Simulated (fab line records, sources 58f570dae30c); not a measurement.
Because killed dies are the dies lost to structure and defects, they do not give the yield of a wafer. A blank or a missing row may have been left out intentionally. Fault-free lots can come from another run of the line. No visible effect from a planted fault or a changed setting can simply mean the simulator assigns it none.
Lot-split experiment | flow berkeley cmos170 | 21 wafers read from 5 lots, route of 331 steps

== THE SPLIT ==
At UCB170_SPACER_ETCHBACK_03 (etches SiO2 in CHF3/CF4/Ar, stops on Si, target depth 376 nm, time 100 s), the setting target depth a was moved away from the recipe's 3760 angstrom on 7 of the 21 wafers read, by -56.0% to +26.1%. The other wafers ran this setting at the recipe's value.

The split's own step is where the reading is taken.

== THE READING ==
etch.depth nm (the simulator's own value, which no gauge read), in nm, at UCB170_SPACER_ETCHBACK_03 (etches SiO2 in CHF3/CF4/Ar, stops on Si, target depth 376 nm, time 100 s). There is no usual value for it anywhere in the file. Here, 14 wafers ran the recipe; their average is 377.3 nm with a standard deviation of 4.1 nm.

wafer  | tool, chamber at the split | target depth a as run, angstrom | against the recipe | etch.depth nm, nm | against lot-mates on the recipe
L075.1 | rie diel-02, 1             | 4742                            | +26.1%             | 371.2             | -4.6
L075.2 | rie diel-02, 2             | 3760                            | recipe             | 372               | -
L075.3 | rie diel-02, 0             | 4742                            | +26.1%             | 380.2             | +4.4
L075.4 | rie diel-02, 3             | 3760                            | recipe             | 377               | -
L075.5 | rie diel-02, 3             | 3760                            | recipe             | 378.4             | -
L075.6 | rie diel-02, 2             | 4742                            | +26.1%             | 380.6             | +4.8
L079.3 | rie diel-01, 2,3           | 3760                            | recipe             | 382               | -
L079.6 | rie diel-01, 2,3           | 3760                            | recipe             | 382               | -
L079.4 | rie diel-01, 2             | 3760                            | recipe             | 374.6             | -
L081.1 | rie diel-03, 2             | 2344                            | -37.7%             | 286.1             | -95.1
L081.2 | rie diel-03, 1             | 3760                            | recipe             | 377.2             | -
L081.4 | rie diel-03, 1             | 3760                            | recipe             | 385.3             | -
L084.1 | rie diel-02, 2             | 1655                            | -56.0%             | 218.1             | -157.8
L084.2 | rie diel-02, 3             | 3760                            | recipe             | 370               | -
L084.3 | rie diel-02, 1             | 1655                            | -56.0%             | 218.5             | -157.4
L084.4 | rie diel-02, 0             | 1655                            | -56.0%             | 216.6             | -159.3
L084.5 | rie diel-02, 1             | 3760                            | recipe             | 379.2             | -
L084.6 | rie diel-02, 2             | 3760                            | recipe             | 378.6             | -
L085.1 | rie diel-03, 1             | 3760                            | recipe             | 371.9             | -
L085.3 | rie diel-03, 3             | 3760                            | recipe             | 375.2             | -
L085.5 | rie diel-03, 1             | 3760                            | recipe             | 378.7             | -
If several chambers appear in one row, that row covers several wafers at once and the file leaves open which wafer was in which chamber.

THE FIT
A straight line over all 21 wafers: etch.depth nm changes by +2.21 nm for each +1% of target depth a; r = +0.92; the points scatter about the line by 23 nm.
The same after taking each lot's own level away (the mean of its wafers on the recipe; 21 wafers): +2.22 nm for each +1%; r = +0.93; scatter 22 nm.
Per that fit: largest target depth a move, reading shift of 1.2e+02 nm.
From 375.27 to 381.25 nm: that is the span of the lots' own levels, equal to 1.4 times the standard deviation above.
Hence the lot-to-lot level has little effect on the slope; both slopes agree.
Check: with one of the wafers moved furthest among these (-56.0%) left out of the fit, the line predicts -131 nm for it against its lot-mates. It came out at -158 nm against them.

== OTHER SPLITS APPLIED TO THESE WAFERS ==
These wafers also went through other splits before the reading. Each is held against what the fit with the lots' levels taken away leaves over:
other split on the same wafers          | wafers away from the commonest value | r with etch.depth nm (lot level and that fit taken away)
UCB170_ZERO_ETCH_06 target depth a      | 3                                    | -0.18
UCB170_WELLDRIVE_OXIDATION_01 ox time s | 15                                   | +0.01
UCB170_FIELD_WET_ETCH_06 time s         | 15                                   | +0.30
UCB170_GATE_CVD_04 time s               | 12                                   | -0.30

== THE FILE'S OWN FIT ==
etch.depth nm changes by +2.36 nm for each +1% of target depth a, r = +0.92.
